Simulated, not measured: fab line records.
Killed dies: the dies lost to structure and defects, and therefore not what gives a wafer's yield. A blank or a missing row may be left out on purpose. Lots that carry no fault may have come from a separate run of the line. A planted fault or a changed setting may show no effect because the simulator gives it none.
Comparing a struck lot with a sound one | flow berkeley-cmos170 | 38 steps out of a route of 331
Sound: these wafers, L301.1, L301.2, L301.6. Struck: wafers L311.2, L311.5, L311.6. At the end, the cause is stated.
Order at every step that has rows: each side's tool, ch and its chambers, its first start. Under that, the readings that differ: sound wafers | struck wafers | difference of the means | sigmas: that difference in standard deviations of wafers without a fault.
alike: words and numbers the same on both sides, and readings whose means are apart by under 2 such deviations; not compared: readings that were withheld, readings missing a value for some wafer, numbers with overlapping values and no deviation given by the record, and bounds like >300 which may hide the same value.
A row with sigmas, a row that says differs or no value, or rows on one side alone: a step with any of these is where the two part. Numbers that have no deviation but don't overlap get no sigmas and don't part them. Lack of a reading on every wafer of one side parts them only where that side has two or more wafers.

UCB170_SPACER_CVD_00: deposits SiO2 from TEOS/O2, target thk 376 nm, time 47 s.
  sound on pecvd-04 ch 0,1,2, day 9 00:48; struck on pecvd-04 ch 0,1, day 11 09:58
  alike: heater-power-w, rf-fwd-power-W
UCB170_SPACER_THK_MEAS_01:
  struck on film-metro-03, day 11 10:02; sound on film-metro-01, day 9 00:50
  alike: SPACER_TEOS_THK
then, 1 step without rows for these wafers: UCB170_SPACER_ANNEAL_02 (time 1800 s).
UCB170_SPACER_ETCHBACK_03: etches SiO2 in CHF3/CF4/Ar, stops on Si, target depth 376 nm, time 100 s.
  sound on rie-diel-04 ch 1,2,3, day 9 06:37; struck on rie-diel-03 ch 0,1,3, day 11 16:21
  alike: drypump-motor-current-A, oes-product-au, rf-fwd-power-W, throttle-valve-pct
  not compared: rf-hours-counter-h
then, 6 steps without rows for these wafers: UCB170_PSD_HMDS_00 (prime time 60 s); UCB170_PSD_COAT_01 (resist thk 900 nm); UCB170_PSD_SOFTBAKE_02 (time 60 s); UCB170_PSD_EXPOSE_03 (exposes mask PSELECT MOD, target cd 1200 nm); UCB170_PSD_PEB_04; UCB170_PSD_DEVELOP_05 (develop time 45 s).
UCB170_PSD_CD_MEAS_06: target cd 1200 nm.
  struck on cd-sem-01, day 11 17:49; sound on cd-sem-02, day 9 07:39
  alike: cd-nm
UCB170_PSD_OVL_MEAS_07:
  struck on overlay-02, day 11 17:55; sound on overlay-01, day 9 07:46
  alike: PSD_OVL
UCB170_PSD_IMPLANT_08:
  sound on implanter-01 ch 0, day 9 07:48; struck on implanter-04 ch 0, day 11 17:59
  reading       | sound                     | struck                        | difference | sigmas
  dose-ions-cm2 | 3.002e+15 2.994e+15 3e+15 | 2.913e+15 2.913e+15 2.914e+15 | -8.533e+13 | -27
  alike: beam-on-s
then, 1 step without rows for these wafers: UCB170_PSD_STRIP_09 (strips in O2).
UCB170_PSD_TW_MEAS_10:
  struck on film-metro-02, day 11 18:13; sound on film-metro-04, day 9 08:03
  alike: PSD_TW
then, 7 steps without rows for these wafers: UCB170_PSD_CLEAN_11 (cleans in SPM, time 600 s); UCB170_NSD_HMDS_00 (prime time 60 s); UCB170_NSD_COAT_01 (resist thk 900 nm); UCB170_NSD_SOFTBAKE_02 (time 60 s); UCB170_NSD_EXPOSE_03 (exposes mask NSELECT MOD, target cd 1200 nm); UCB170_NSD_PEB_04; UCB170_NSD_DEVELOP_05 (develop time 45 s).
UCB170_NSD_CD_MEAS_06: target cd 1200 nm.
  struck on cd-sem-01, day 11 22:20; sound on cd-sem-01, day 9 09:15
  alike: cd-nm
UCB170_NSD_OVL_MEAS_07:
  struck on overlay-02, day 11 22:27; sound on overlay-02, day 9 09:22
  alike: NSD_OVL
following that, these wafers have no rows for 1 step: UCB170_NSD_IMPLANT_08.
UCB170_NSD_STRIP_09: strips in O2.
  sound on plasma-asher-03 ch 0,1, day 9 09:33; struck on plasma-asher-03 ch 0,1, day 11 22:38
  alike: drypump-motor-current-A, oes-product-au, strip-time-to-endpoint-s
  not compared: rf-hours-counter-h
UCB170_NSD_TW_MEAS_10:
  struck on film-metro-04, day 11 22:44; sound on film-metro-04, day 9 09:39
  alike: NSD_TW
then, 4 steps without rows for these wafers: UCB170_NSD_CLEAN_11 (cleans in SPM, time 600 s); UCB170_BACKSIDE_HMDS_00 (prime time 60 s); UCB170_BACKSIDE_COAT_01 (resist thk 900 nm); UCB170_BACKSIDE_SOFTBAKE_02 (time 60 s).
UCB170_BACKSIDE_STRIP_03: strips in O2.
  sound on plasma-asher-03 ch 0,1, day 9 10:35; struck on plasma-asher-04 ch 0,1, day 11 23:28
  alike: drypump-motor-current-A, oes-product-au, strip-time-to-endpoint-s
  not compared: rf-hours-counter-h
then, 2 steps without rows for these wafers: UCB170_BACKSIDE_CLEAN_04 (cleans in SPM, time 600 s); UCB170_SDANNEAL_RTA_00 (time 10 s).
UCB170_SDANNEAL_RTA_01: time 5 s.
  sound on rtp-anneal-01 ch 0, day 9 10:55; struck on rtp-anneal-01 ch 0, day 12 02:56
  alike: lamp-power-pct, wafer_temp_C_max
UCB170_SDANNEAL_RS_MEAS_02: measurement is done with a four-point probe.
  struck on film-metro-03, day 12 03:22; sound on film-metro-03, day 9 10:59
  reading         | sound          | struck         | difference | sigmas
  PSD_RS (ohm/sq) | 75.7 75.5 75.2 | 76.6 76.7 76.7 | +1.2       | +4
UCB170_SDANNEAL_RS_MEAS_03: measurement is done with a four-point probe.
  struck on film-metro-03, day 12 03:29; sound on film-metro-03, day 9 11:06
  alike: NSD_RS
UCB170_M3_PROBE_99:
  rows exist in the record for the sound wafers here (prober-01, day 10 14:13), none for the struck ones

== WHERE THEY PART ==
First at UCB170_PSD_IMPLANT_08; last, within this record, at UCB170_M3_PROBE_99.

WHY: the cause the simulator had injected
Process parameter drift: implanter-04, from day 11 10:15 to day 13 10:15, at UCB170_PSD_IMPLANT_08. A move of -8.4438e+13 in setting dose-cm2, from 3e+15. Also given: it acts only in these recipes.
